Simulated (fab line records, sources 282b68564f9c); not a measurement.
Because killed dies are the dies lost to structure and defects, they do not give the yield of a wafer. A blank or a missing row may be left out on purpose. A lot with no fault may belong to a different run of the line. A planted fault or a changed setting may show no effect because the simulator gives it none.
A lot that was struck, set against a sound lot	flow ritCmos	17 out of 202 route steps
Sound: wafers L372.2, L372.3, L372.6. Struck: wafer L384.5 (left out: L384.3, L384.6 of the same lot, which were not struck); the cause appears at the end.
Each step with rows lists, per side, the tool, then ch with its chambers, then its first start. Under that, the readings that differ: sound wafers	struck wafers	difference of the means	sigmas: that difference in standard deviations of wafers without a fault.
alike: readings with means less than 2 such deviations apart, plus words and numbers identical on both sides. not compared: withheld readings, readings lacking a value on some wafer, bounds such as >300 that could conceal the same value, and numbers that have no deviation in the record and whose values overlap.
Wherever a step has rows on one side only, a row that says differs or no value, or a row with sigmas, the two part there. Numbers that have no deviation but don't overlap get no sigmas and don't part them. A reading that every wafer of one side lacks parts them only if that side has two wafers or more.

first, 1 step without rows for these wafers: RIT_PSD_IMPLANT_08.
RIT_PSD_STRIP_09: strips in O2, time 180 s.
  sound on plasmaAsher-01 ch 1, day 3 07:55; struck on plasmaAsher-03 ch 0, day 5 22:58
  alike: drypumpMotorCurrentA
  not compared: rfHoursCounterH
RIT_PSD_TW_MEAS_10:
  sound: filmMetro-01 at day 3 08:05; struck: filmMetro-04 at day 5 23:07
  alike: PSD_TW
then, 3 steps without rows for these wafers: RIT_SDANNEAL_CLEAN_00 (cleans in SC1, time 600 s); RIT_SDANNEAL_CLEAN_01 (cleans in dHF, time 30 s); RIT_SDANNEAL_CLEAN_02 (cleans in SC2, time 600 s).
RIT_SDANNEAL_RTA_03: time 5 s.
  sound on rtpAnneal-01 ch 0, day 3 08:32; struck on rtpAnneal-01 ch 0, day 5 23:32
  alike: wafer_temp_C_max
RIT_SDANNEAL_RS_MEAS_04: measures by four-point-probe.
  sound: filmMetro-01 at day 3 08:37; struck: filmMetro-02 at day 5 23:37
  alike: PSD_RS
RIT_SDANNEAL_RS_MEAS_05: measures by four-point-probe.
  sound: filmMetro-01 at day 3 08:44; struck: filmMetro-02 at day 5 23:44
  alike: NSD_RS
RIT_SDANNEAL_RS_MEAS_06: measures by four-point-probe.
  sound: filmMetro-01 at day 3 08:51; struck: filmMetro-02 at day 5 23:51
  alike: PLDD_RS
RIT_SDANNEAL_RS_MEAS_07: measures by four-point-probe.
  sound: filmMetro-01 at day 3 08:58; struck: filmMetro-02 at day 5 23:58
  alike: NLDD_RS
then, 1 step without rows for these wafers: RIT_SILICIDE_WET_ETCH_00 (etches SiO2 in BOE, target depth 14 nm, time 15 s).
RIT_SILICIDE_SPUTTER_01: material Ti, target thk 30 nm, time 240 s.
  sound: pvdSputter-01 at day 3 09:05; struck: pvdSputter-01 at day 6 00:04
reading	sound	struck	difference	sigmas
model.Ti_of_SILICIDE_SPUTTER_01.thkNm (nm)	30.43 30.11 29.87	17.95	-12.19	
  alike: throttleValvePct
RIT_SILICIDE_RS_MEAS_02: measures by four-point-probe.
  sound: filmMetro-03 at day 3 09:15; struck: filmMetro-03 at day 6 00:15
reading	sound	struck	difference	sigmas
SILICIDE_TI_RS (ohm/sq)	47.0 47.7 48.1	91.8	+44.2	+49
RIT_SILICIDE_THK_MEAS_03: measures by xrf.
  sound: filmMetro-03 at day 3 09:22; struck: filmMetro-03 at day 6 00:21
reading	sound	struck	difference	sigmas
SILICIDE_TI_THK (nm)	30.7 30.3 30.1	18.0	-12.4	-25
RIT_SILICIDE_RTA_04: time 10 s, ramp up 5 s, ramp down 5 s.
  sound on rtpAnneal-02 ch 0, day 3 09:25; struck on rtpAnneal-02 ch 0, day 6 00:25
  alike: wafer_temp_C_max
RIT_M1_PROBE_99:
  sound: prober-01 at day 3 16:07; struck: prober-01 at day 6 07:02
reading	sound	struck	difference	sigmas
killedAtContacts	1 0 1	0	-1	-2
model.etest.npolyLine.lineOhmUm	175 173.1 173.1	248	+74	
model.etest.ppolyLine.lineOhmUm	165.2 161.2 167.2	232.7	+68.2	
model.etest.contactPplus.endOhmUm	44.71 45.09 44.92	34.74	-10.17	
model.etest.ppolyLine.widthNm (nm)	97.88 101.5 99.39	108.4	+8.8	
model.etest.contactNplus.endOhmUm	43.35 43.22 42.52	33.62	-9.41	
model.etest.npolyLine.widthNm (nm)	97.11 100.5 98.47	107.2	+8.5	
model.etest.npolyLine.rsOhmSq	16.79 17 16.93	26.7	+9.8	
model.etest.ppolyLine.rsOhmSq	16.23 16.37 16.45	25.19	+8.84	
  alike: killedAtFrontEnd, killedDies, killedOpen, killedShort

## WHERE THEY PART
Last at RIT_M1_PROBE_99 as far as this record goes, first at RIT_SILICIDE_RS_MEAS_02.

WHY: what the simulator had put in
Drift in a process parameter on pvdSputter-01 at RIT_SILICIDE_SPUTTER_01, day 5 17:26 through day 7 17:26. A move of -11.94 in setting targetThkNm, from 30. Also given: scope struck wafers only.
